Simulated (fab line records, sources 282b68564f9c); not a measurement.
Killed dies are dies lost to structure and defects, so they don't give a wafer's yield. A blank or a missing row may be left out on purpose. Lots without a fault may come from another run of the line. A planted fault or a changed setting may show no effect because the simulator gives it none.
A struck lot beside a sound one | flow rit_cmos | 19 steps out of a route of 202
Sound: wafers L185.1, L185.3, L185.4. Struck: wafer L188.1. The cause comes at the end.
At each step with rows: each side's tool, then ch and its chambers, then its first start. Under that, the readings that differ: sound wafers | struck wafers | difference of the means | sigmas: that difference in standard deviations of wafers without a fault.
alike: readings whose means differ by less than 2 such deviations, and words and numbers that are the same on both sides. not compared: withheld readings, readings that some wafer has no value for, bounds like >300 that may hide the same value, and numbers for which the record gives no deviation and whose values overlap.
The two part at a step that has a row with sigmas, a row that says differs or no value, or rows on one side only. Numbers that don't overlap but have no deviation are shown without sigmas and don't part them. A reading that every wafer of one side lacks parts them only if that side has two wafers or more.

first, 1 step without rows for these wafers: RIT_GATE_CLEAN_04 (cleans in dHF, time 60 s).
RIT_FOX2_THK_MEAS_91:
  sound on film_metro-01, day 3 23:09; struck on film_metro-04, day 4 09:54
  alike: FIELD_OXIDE_LEFT_2_THK
then, 2 steps without rows for these wafers: RIT_GATE_OXIDATION_05 (target thk 3 nm, ox time 270 s); RIT_GATE_ANNEAL_06 (time 600 s).
RIT_GATE_THK_MEAS_07:
  sound on film_metro-04, day 4 01:10; struck on film_metro-01, day 4 12:26
  reading             | sound          | struck | difference | sigmas
  GATE_OXIDE_THK (nm) | 3.10 3.13 3.06 | 2.92   | -0.18      | -3
then, 1 step without rows for these wafers: RIT_GATE_CVD_08 (deposits poly-Si from SiH4, target thk 250 nm, time 2220 s).
RIT_GATE_THK_MEAS_09:
  sound on film_metro-01, day 4 03:08; struck on film_metro-03, day 4 14:11
  alike: GATE_POLY_THK
then, 5 steps without rows for these wafers: RIT_GATE_HMDS_10 (prime time 60 s); RIT_GATE_COAT_11 (resist thk 857.1 nm); RIT_GATE_SOFTBAKE_12 (time 60 s); RIT_GATE_EXPOSE_13 (exposes mask M6, target cd 150 nm); RIT_GATE_PEB_14.
RIT_GATE_DEVELOP_15: develop time 50 s.
  sound on litho_track-01 ch 0, day 4 04:00; struck on litho_track-01 ch 0, day 4 15:00
  reading                | sound             | struck | difference | sigmas
  chill_plate_temp_C (C) | 22.87 22.80 22.97 | 23.20  | +0.32      | +3
  developer_temp_C (C)   | 23.04 23.16 23.17 | 22.46  | -0.66      | -6
RIT_GATE_CD_MEAS_16: target cd 150 nm.
  sound on cd_sem-01, day 4 04:10; struck on cd_sem-01, day 4 15:25
  alike: cd_nm
RIT_GATE_OVL_MEAS_17:
  sound on overlay-01, day 4 04:17; struck on overlay-01, day 4 15:32
  reading       | sound       | struck | difference | sigmas
  GATE_OVL (nm) | 0.0 0.9 1.2 | 4.4    | +3.7       | +2
then, 1 step without rows for these wafers: RIT_GATE_HARDBAKE_18 (time 60 s).
RIT_GATE_ETCH_19: etches poly-Si in SF6/CHF3/O2, stops on SiO2, time 165 s, target depth 312.5 nm.
  sound on rie_si-01 ch 1,2,3, day 4 04:28; struck on rie_si-02 ch 1, day 4 15:43
  reading                        | sound             | struck | difference | sigmas
  chamber_pressure_mTorr (mTorr) | 40.02 39.95 40.01 | 40.07  | +0.08      | +2
  oes_product_au (a.u.)          | 0.838 0.839 0.850 | 0.877  | +0.035     | +2
  rf_hours_counter_h (h)         | 70 52 49          | 147    | +90        |
  model.GATE.cd_nm (nm)          | 146.6 148 146.8   | 143.6  | -3.5       |
  alike: drypump_motor_current_A, throttle_valve_pct
RIT_GATE_STRIP_20: strips in O2, time 180 s.
  sound on plasma_asher-03 ch 0,1, day 4 04:35; struck on plasma_asher-02 ch 1, day 4 15:50
  alike: chamber_pressure_mTorr, drypump_motor_current_A
  not compared: rf_hours_counter_h
RIT_M1_PROBE_99:
  sound on prober-01, day 5 04:03; struck on prober-02, day 5 12:46
  reading                              | sound             | struck | difference | sigmas
  model.etest.ppoly_line.width_nm (nm) | 98.01 99.39 98.15 | 95.14  | -3.38      |
  model.etest.npoly_line.width_nm (nm) | 97.19 99.1 97.84  | 94.08  | -3.96      |
  model.etest.nmos_0p15.bv_v (V)       | 5.509 5.575 5.519 | 5.155  | -0.379     |
  alike: killed_at_contacts, killed_at_front_end, killed_dies, killed_open, killed_short

WHERE THEY PART
First at RIT_GATE_THK_MEAS_07; last, within this record, at RIT_GATE_ETCH_19. Later steps at which nothing parts them and some readings are alike: RIT_GATE_STRIP_20, RIT_M1_PROBE_99.

WHY: what the simulator had put in
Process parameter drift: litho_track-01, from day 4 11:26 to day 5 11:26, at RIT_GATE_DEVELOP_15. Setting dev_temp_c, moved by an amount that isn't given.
